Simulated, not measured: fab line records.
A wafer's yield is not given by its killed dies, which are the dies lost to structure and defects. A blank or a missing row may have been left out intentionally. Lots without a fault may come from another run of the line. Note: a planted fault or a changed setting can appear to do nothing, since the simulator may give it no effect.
Which of the tools did it? || flow berkeleyCmos170 || Sampling: 14 lots, 42 wafers, 4 of 331 route steps

## WHAT THE GAUGES SHOWED, per wafer
UCB170_CONTACT_CD_MEAS_15: target cd 700 nm.
{"lot": "L504", "measured": "day 8 11:25", "on": "cdSem-02", "cdNm (nm)": "700.0 700.8 701.4"}
{"lot": "L506", "measured": "day 9 00:23", "on": "cdSem-02", "cdNm (nm)": "699.8 700.9 699.8"}
{"lot": "L505", "measured": "day 9 00:35", "on": "cdSem-02", "cdNm (nm)": "699.8 701.0 699.5"}
{"lot": "L510", "measured": "day 9 01:19", "on": "cdSem-02", "cdNm (nm)": "702.1 700.1 700.8"}
{"lot": "L514", "measured": "day 10 09:41", "on": "cdSem-01", "cdNm (nm)": "698.5 698.7 699.3"}
{"lot": "L517", "measured": "day 10 20:28", "on": "cdSem-01", "cdNm (nm)": "700.3 699.0 699.8"}
{"lot": "L518", "measured": "day 10 23:40", "on": "cdSem-01", "cdNm (nm)": "699.1 700.8 700.2"}
{"lot": "L519", "measured": "day 11 14:07", "on": "cdSem-01", "cdNm (nm)": "699.6 700.4 700.2"}
{"lot": "L522", "measured": "day 12 00:12", "on": "cdSem-01", "cdNm (nm)": "700.6 700.0 698.8"}
{"lot": "L520", "measured": "day 12 00:27", "on": "cdSem-01", "cdNm (nm)": "701.2 701.7 701.9"}
{"lot": "L523", "measured": "day 12 21:38", "on": "cdSem-02", "cdNm (nm)": "700.3 701.1 697.6"}
{"lot": "L524", "measured": "day 13 06:18", "on": "cdSem-02", "cdNm (nm)": "699.4 699.7 700.1"}
{"lot": "L525", "measured": "day 13 10:02", "on": "cdSem-02", "cdNm (nm)": "698.4 699.4 700.4"}
{"lot": "L527", "measured": "day 13 19:35", "on": "cdSem-02", "cdNm (nm)": "699.2 699.5 698.5"}

UCB170_M3_BOW_MEAS_20.
{"lot": "L504", "measured": "day 9 03:19", "on": "filmMetro-01", "M3_BOW (um)": "42 33 44"}
{"lot": "L506", "measured": "day 9 17:00", "on": "filmMetro-02", "M3_BOW (um)": "35 39 32"}
{"lot": "L505", "measured": "day 9 17:59", "on": "filmMetro-01", "M3_BOW (um)": "40 26 45"}
{"lot": "L510", "measured": "day 9 18:13", "on": "filmMetro-04", "M3_BOW (um)": "32 45 34"}
{"lot": "L514", "measured": "day 11 05:35", "on": "filmMetro-01", "M3_BOW (um)": "38 21 44"}
{"lot": "L517", "measured": "day 11 14:37", "on": "filmMetro-01", "M3_BOW (um)": "28 25 42"}
{"lot": "L518", "measured": "day 11 17:53", "on": "filmMetro-04", "M3_BOW (um)": "30 37 21"}
{"lot": "L519", "measured": "day 12 06:08", "on": "filmMetro-04", "M3_BOW (um)": "41 36 35"}
{"lot": "L522", "measured": "day 12 16:24", "on": "filmMetro-01", "M3_BOW (um)": "34 26 30"}
{"lot": "L520", "measured": "day 12 16:38", "on": "filmMetro-04", "M3_BOW (um)": "36 43 33"}
{"lot": "L523", "measured": "day 13 12:34", "on": "filmMetro-01", "M3_BOW (um)": "33 33 32"}
{"lot": "L524", "measured": "day 13 21:12", "on": "filmMetro-02", "M3_BOW (um)": "40 37 28"}
{"lot": "L525", "measured": "day 14 02:59", "on": "filmMetro-04", "M3_BOW (um)": "30 32 41"}
{"lot": "L527", "measured": "day 14 15:11", "on": "filmMetro-02", "M3_BOW (um)": "34 37 36"}

## WHICH TOOL RAN EACH LOT (tool, then ch and the chambers of the sampled wafers, then the start)
{"lot": "L504", "UCB170_CONTACT_STRIP_19": "plasmaAsher-01 ch 0,1, day 8 11:44", "UCB170_M3_ETCH_17": "rieDiel-03 ch 0,1,2, day 9 02:49"}
{"lot": "L506", "UCB170_CONTACT_STRIP_19": "plasmaAsher-01 ch 0,1, day 9 00:43", "UCB170_M3_ETCH_17": "rieDiel-02 ch 1,2,3, day 9 16:33"}
{"lot": "L505", "UCB170_CONTACT_STRIP_19": "plasmaAsher-04 ch 0,1, day 9 00:53", "UCB170_M3_ETCH_17": "rieDiel-03 ch 0,2,3, day 9 17:19"}
{"lot": "L510", "UCB170_CONTACT_STRIP_19": "plasmaAsher-03 ch 0,1, day 9 01:37", "UCB170_M3_ETCH_17": "rieDiel-01 ch 0,2,3, day 9 17:44"}
{"lot": "L514", "UCB170_CONTACT_STRIP_19": "plasmaAsher-03 ch 0,1, day 10 09:59", "UCB170_M3_ETCH_17": "rieDiel-03 ch 0,1,2, day 11 04:44"}
{"lot": "L517", "UCB170_CONTACT_STRIP_19": "plasmaAsher-04 ch 0,1, day 10 20:47", "UCB170_M3_ETCH_17": "rieDiel-01 ch 0,1,2, day 11 14:10"}
{"lot": "L518", "UCB170_CONTACT_STRIP_19": "plasmaAsher-01 ch 0,1, day 10 23:58", "UCB170_M3_ETCH_17": "rieDiel-01 ch 0,1,2, day 11 17:24"}
{"lot": "L519", "UCB170_CONTACT_STRIP_19": "plasmaAsher-01 ch 0, day 11 14:27", "UCB170_M3_ETCH_17": "rieDiel-01 ch 1,2, day 12 05:41"}
{"lot": "L522", "UCB170_CONTACT_STRIP_19": "plasmaAsher-03 ch 0,1, day 12 00:30", "UCB170_M3_ETCH_17": "rieDiel-02 ch 1,2,3, day 12 15:50"}
{"lot": "L520", "UCB170_CONTACT_STRIP_19": "plasmaAsher-01 ch 0,1, day 12 00:47", "UCB170_M3_ETCH_17": "rieDiel-01 ch 0,2, day 12 16:11"}
{"lot": "L523", "UCB170_CONTACT_STRIP_19": "plasmaAsher-04 ch 0,1, day 12 21:58", "UCB170_M3_ETCH_17": "rieDiel-02 ch 0,1,2, day 13 12:04"}
{"lot": "L524", "UCB170_CONTACT_STRIP_19": "plasmaAsher-01 ch 0,1, day 13 06:37", "UCB170_M3_ETCH_17": "rieDiel-03 ch 0,2,3, day 13 20:45"}
{"lot": "L525", "UCB170_CONTACT_STRIP_19": "plasmaAsher-04 ch 0,1, day 13 10:23", "UCB170_M3_ETCH_17": "rieDiel-03 ch 1,3, day 14 02:31"}
{"lot": "L527", "UCB170_CONTACT_STRIP_19": "plasmaAsher-01 ch 0,1, day 13 19:55", "UCB170_M3_ETCH_17": "rieDiel-03 ch 1,2,3, day 14 14:44"}
- UCB170_CONTACT_STRIP_19: strips in O2.
- UCB170_M3_ETCH_17: etches BARC in N2/H2.

## WHAT THE TOOLS THEMSELVES READ (means of the sampled wafers that have a number; where no wafer has one, the mark that the record gives instead)
UCB170_CONTACT_STRIP_19.
{"lot": "L504", "tool": "plasmaAsher-01", "drypumpMotorCurrentA (A)": 5.9, "oesProductAu (a.u.)": 0.723}
{"lot": "L506", "tool": "plasmaAsher-01", "drypumpMotorCurrentA (A)": 5.9, "oesProductAu (a.u.)": 0.728}
{"lot": "L505", "tool": "plasmaAsher-04", "drypumpMotorCurrentA (A)": 5.1, "oesProductAu (a.u.)": 0.724}
{"lot": "L510", "tool": "plasmaAsher-03", "drypumpMotorCurrentA (A)": 5.7, "oesProductAu (a.u.)": 0.725}
{"lot": "L514", "tool": "plasmaAsher-03", "drypumpMotorCurrentA (A)": 5.7, "oesProductAu (a.u.)": 0.726}
{"lot": "L517", "tool": "plasmaAsher-04", "drypumpMotorCurrentA (A)": 5.1, "oesProductAu (a.u.)": 0.724}
{"lot": "L518", "tool": "plasmaAsher-01", "drypumpMotorCurrentA (A)": 5.6, "oesProductAu (a.u.)": 0.732}
{"lot": "L519", "tool": "plasmaAsher-01", "drypumpMotorCurrentA (A)": 5.3, "oesProductAu (a.u.)": 0.722}
{"lot": "L522", "tool": "plasmaAsher-03", "drypumpMotorCurrentA (A)": 5.7, "oesProductAu (a.u.)": 0.725}
{"lot": "L520", "tool": "plasmaAsher-01", "drypumpMotorCurrentA (A)": 5.6, "oesProductAu (a.u.)": 0.725}
{"lot": "L523", "tool": "plasmaAsher-04", "drypumpMotorCurrentA (A)": 5.2, "oesProductAu (a.u.)": 0.725}
{"lot": "L524", "tool": "plasmaAsher-01", "drypumpMotorCurrentA (A)": 5.6, "oesProductAu (a.u.)": 0.726}
{"lot": "L525", "tool": "plasmaAsher-04", "drypumpMotorCurrentA (A)": 5.1, "oesProductAu (a.u.)": 0.730}
{"lot": "L527", "tool": "plasmaAsher-01", "drypumpMotorCurrentA (A)": 5.9, "oesProductAu (a.u.)": 0.725}

UCB170_M3_ETCH_17.
{"lot": "L504", "tool": "rieDiel-03", "biasW (W)": 100.3, "drypumpMotorCurrentA (A)": 6.2, "oesProductAu (a.u.)": 1.002, "throttleValvePct (%)": 13.25}
{"lot": "L506", "tool": "rieDiel-02", "biasW (W)": 100.2, "drypumpMotorCurrentA (A)": 5.9, "oesProductAu (a.u.)": 1.031, "throttleValvePct (%)": 13.53}
{"lot": "L505", "tool": "rieDiel-03", "biasW (W)": 103.2, "drypumpMotorCurrentA (A)": 5.9, "oesProductAu (a.u.)": 1.025, "throttleValvePct (%)": 13.20}
{"lot": "L510", "tool": "rieDiel-01", "biasW (W)": 100.0, "drypumpMotorCurrentA (A)": 5.8, "oesProductAu (a.u.)": 0.991, "throttleValvePct (%)": 13.27}
{"lot": "L514", "tool": "rieDiel-03", "biasW (W)": 103.2, "drypumpMotorCurrentA (A)": 6.2, "oesProductAu (a.u.)": 1.013, "throttleValvePct (%)": 13.25}
{"lot": "L517", "tool": "rieDiel-01", "biasW (W)": 100.4, "drypumpMotorCurrentA (A)": 5.8, "oesProductAu (a.u.)": 1.012, "throttleValvePct (%)": 13.30}
{"lot": "L518", "tool": "rieDiel-01", "biasW (W)": 100.0, "drypumpMotorCurrentA (A)": 5.8, "oesProductAu (a.u.)": 1.008, "throttleValvePct (%)": 13.30}
{"lot": "L519", "tool": "rieDiel-01", "biasW (W)": 100.2, "drypumpMotorCurrentA (A)": 6.1, "oesProductAu (a.u.)": 1.011, "throttleValvePct (%)": 13.28}
{"lot": "L522", "tool": "rieDiel-02", "biasW (W)": 99.9, "drypumpMotorCurrentA (A)": 5.9, "oesProductAu (a.u.)": 1.022, "throttleValvePct (%)": 13.51}
{"lot": "L520", "tool": "rieDiel-01", "biasW (W)": 100.3, "drypumpMotorCurrentA (A)": 5.6, "oesProductAu (a.u.)": 1.001, "throttleValvePct (%)": 13.40}
{"lot": "L523", "tool": "rieDiel-02", "biasW (W)": 99.7, "drypumpMotorCurrentA (A)": 5.7, "oesProductAu (a.u.)": 1.005, "throttleValvePct (%)": 13.40}
{"lot": "L524", "tool": "rieDiel-03", "biasW (W)": 99.9, "drypumpMotorCurrentA (A)": 5.9, "oesProductAu (a.u.)": 1.020, "throttleValvePct (%)": 13.21}
{"lot": "L525", "tool": "rieDiel-03", "biasW (W)": 99.9, "drypumpMotorCurrentA (A)": 5.9, "oesProductAu (a.u.)": 0.997, "throttleValvePct (%)": 13.15}
{"lot": "L527", "tool": "rieDiel-03", "biasW (W)": 100.4, "drypumpMotorCurrentA (A)": 6.1, "oesProductAu (a.u.)": 0.994, "throttleValvePct (%)": 13.22}

## THE ANSWER, worked out from the rows above alone
Rule: usual is defined by the lots themselves. The widest of any qualifying gaps counts: lots, ordered by their means at a reading, are off when they make up no more than a third of the lots, leave a main group of 4 or more, and stand apart from it by 3 or more times the standard deviation of that group's means. Not used: any main group whose means are identical at the precision the tables above print for the reading. A lot without any number at a reading at which 4 lots or more have one is off too. Any other lot the step has rows for is counted as sound. After the gauges, taken in route order, come the tools' own readings; for these a lot's mean is taken, as printed above. At the first step where some lot is off, the reading lying furthest off is the one used; lots without a number count as furthest.
Off, at UCB170_M3_ETCH_17 on biasW: L505, L514. The main group: mean 100.1 W, standard deviation 0.22.
A tool fits if, at that step or a process step before it, it ran every lot that is off, and no sound lot after the first of them. None of those tried fits.

## WHAT THE SIMULATOR PUT IN
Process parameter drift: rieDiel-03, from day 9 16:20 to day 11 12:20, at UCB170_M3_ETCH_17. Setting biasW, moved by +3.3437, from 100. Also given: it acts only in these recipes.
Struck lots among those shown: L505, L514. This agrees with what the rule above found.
